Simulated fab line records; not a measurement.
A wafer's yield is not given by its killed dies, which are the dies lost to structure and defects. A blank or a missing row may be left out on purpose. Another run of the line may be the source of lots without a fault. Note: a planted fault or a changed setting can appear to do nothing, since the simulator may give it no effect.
Check of tool commonality || flow rit_cmos || 14 lots and 48 wafers in the sample

## THE REASON FOR OPENING IT
Of 14 lots, 2 have the reading M1_AL_RS flagged at RIT_M1_RS_MEAS_01. Fault-free wafers read 0.0734 ohm/sq, with a standard deviation of 0.00075.
Rule: a lot is flagged when every wafer of it that has a number lies more than 4 standard deviations from that mean, or none has a number. The rest of the lots are taken to be sound.

{"lot": "L203", "measured": "day 3 04:31", "on": "film_metro-02", "M1_AL_RS (ohm/sq), wafer by wafer": "0.0729 0.0733 0.0733", "flag": ""}
{"lot": "L204", "measured": "day 3 09:25", "on": "film_metro-03", "M1_AL_RS (ohm/sq), wafer by wafer": "0.0736 0.0740 0.0736", "flag": ""}
{"lot": "L205", "measured": "day 3 15:49", "on": "film_metro-03", "M1_AL_RS (ohm/sq), wafer by wafer": "0.0728 0.0731 0.0728", "flag": ""}
{"lot": "L206", "measured": "day 3 20:52", "on": "film_metro-02", "M1_AL_RS (ohm/sq), wafer by wafer": "0.0736 0.0732 0.0731", "flag": ""}
{"lot": "L207", "measured": "day 4 02:31", "on": "film_metro-01", "M1_AL_RS (ohm/sq), wafer by wafer": "0.0716 0.0723 0.0718", "flag": ""}
{"lot": "L208", "measured": "day 4 07:12", "on": "film_metro-01", "M1_AL_RS (ohm/sq), wafer by wafer": "0.0733 0.0744 0.0736", "flag": ""}
{"lot": "L209", "measured": "day 4 10:16", "on": "film_metro-03", "M1_AL_RS (ohm/sq), wafer by wafer": "0.0730 0.0740 0.0738", "flag": ""}
{"lot": "L211", "measured": "day 4 21:56", "on": "film_metro-01", "M1_AL_RS (ohm/sq), wafer by wafer": "0.0728 0.0722 0.0727", "flag": ""}
{"lot": "L212", "measured": "day 5 02:38", "on": "film_metro-01", "M1_AL_RS (ohm/sq), wafer by wafer": "0.1016 0.1014 0.1013 0.1017 0.1014 0.1011", "flag": "FLAGGED"}
{"lot": "L214", "measured": "day 5 11:49", "on": "film_metro-01", "M1_AL_RS (ohm/sq), wafer by wafer": "0.1025 0.1021 0.1026 0.1027 0.1017 0.1027", "flag": "FLAGGED"}
{"lot": "L215", "measured": "day 5 17:52", "on": "film_metro-01", "M1_AL_RS (ohm/sq), wafer by wafer": "0.0742 0.0739 0.0736", "flag": ""}
{"lot": "L222", "measured": "day 7 09:53", "on": "film_metro-01", "M1_AL_RS (ohm/sq), wafer by wafer": "0.0731 0.0736 0.0733", "flag": ""}
{"lot": "L224", "measured": "day 7 17:44", "on": "film_metro-02", "M1_AL_RS (ohm/sq), wafer by wafer": "0.0731 0.0729 0.0734", "flag": ""}
{"lot": "L226", "measured": "day 8 02:37", "on": "film_metro-02", "M1_AL_RS (ohm/sq), wafer by wafer": "0.0727 0.0726 0.0725", "flag": ""}
The mean of the flagged lots' numbers is 0.1019 ohm/sq, +0.0285 ohm/sq from the usual (+38 standard deviations).

## LOT BY LOT: THE TOOL USED
The record keeps 1 process step preceding the reading, out of 202 steps on the route. Cell contents, in order: the tool; ch with the chambers the sampled wafers went through; the start.
{"lot": "L203", "flag": "", "RIT_M1_SPUTTER_00": "pvd_sputter-04, day 3 04:13"}
{"lot": "L204", "flag": "", "RIT_M1_SPUTTER_00": "pvd_sputter-04, day 3 09:05"}
{"lot": "L205", "flag": "", "RIT_M1_SPUTTER_00": "pvd_sputter-03, day 3 15:32"}
{"lot": "L206", "flag": "", "RIT_M1_SPUTTER_00": "pvd_sputter-04, day 3 20:34"}
{"lot": "L207", "flag": "", "RIT_M1_SPUTTER_00": "pvd_sputter-04, day 4 02:13"}
{"lot": "L208", "flag": "", "RIT_M1_SPUTTER_00": "pvd_sputter-03, day 4 06:52"}
{"lot": "L209", "flag": "", "RIT_M1_SPUTTER_00": "pvd_sputter-04, day 4 09:59"}
{"lot": "L211", "flag": "", "RIT_M1_SPUTTER_00": "pvd_sputter-03, day 4 21:37"}
{"lot": "L212", "flag": "FLAGGED", "RIT_M1_SPUTTER_00": "pvd_sputter-04, day 5 02:20"}
{"lot": "L214", "flag": "FLAGGED", "RIT_M1_SPUTTER_00": "pvd_sputter-04, day 5 11:31"}
{"lot": "L215", "flag": "", "RIT_M1_SPUTTER_00": "pvd_sputter-01, day 5 17:33"}
{"lot": "L222", "flag": "", "RIT_M1_SPUTTER_00": "pvd_sputter-03, day 7 09:36"}
{"lot": "L224", "flag": "", "RIT_M1_SPUTTER_00": "pvd_sputter-01, day 7 17:25"}
{"lot": "L226", "flag": "", "RIT_M1_SPUTTER_00": "pvd_sputter-03, day 8 02:18"}
What is done by these steps:
- RIT_M1_SPUTTER_00: material Al, target thk 400 nm, time 500 s.
- RIT_M1_RS_MEAS_01: measures by four-point-probe.

## FLAGGED OVER TOTAL, TOOL BY TOOL (the gauges that took the reading come last)
{"step": "RIT_M1_SPUTTER_00", "tool": "pvd_sputter-01", "lots run": 2, "flagged": 0, "share of the flagged lots": "none", "sound lots run after its first flagged lot": "-"}
{"step": "RIT_M1_SPUTTER_00", "tool": "pvd_sputter-03", "lots run": 5, "flagged": 0, "share of the flagged lots": "none", "sound lots run after its first flagged lot": "-"}
{"step": "RIT_M1_SPUTTER_00", "tool": "pvd_sputter-04", "lots run": 7, "flagged": 2, "share of the flagged lots": "all", "sound lots run after its first flagged lot": 0}
{"step": "RIT_M1_RS_MEAS_01", "tool": "film_metro-01", "lots run": 7, "flagged": 2, "share of the flagged lots": "all", "sound lots run after its first flagged lot": "2 (L215,L222)"}
{"step": "RIT_M1_RS_MEAS_01", "tool": "film_metro-02", "lots run": 4, "flagged": 0, "share of the flagged lots": "none", "sound lots run after its first flagged lot": "-"}
{"step": "RIT_M1_RS_MEAS_01", "tool": "film_metro-03", "lots run": 3, "flagged": 0, "share of the flagged lots": "none", "sound lots run after its first flagged lot": "-"}

## WHAT IS ALLOWED BY THE TABLE
Every flagged lot went through 2 rows of the table: pvd_sputter-04 at RIT_M1_SPUTTER_00 and film_metro-01 at RIT_M1_RS_MEAS_01.
- pvd_sputter-04 at RIT_M1_SPUTTER_00 ran 7 lots, 2 of them flagged. A fault beginning between L209 (day 4 09:59), its last sound lot, and L212 (day 5 02:20), its first flagged one, fits the data.
- film_metro-01 at RIT_M1_RS_MEAS_01 ran 7 lots, 2 of them flagged. Sound lots followed the first flagged one (L215, L222) on it, something a lasting fault affecting the whole tool could not allow.
What remains is a single tool, pvd_sputter-04 at RIT_M1_SPUTTER_00.

## WHAT HAD BEEN PUT IN BY THE SIMULATOR
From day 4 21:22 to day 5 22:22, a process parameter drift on pvd_sputter-04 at RIT_M1_SPUTTER_00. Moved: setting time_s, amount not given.
Struck lots among those shown: L212, L214. Same finding as the rule above.
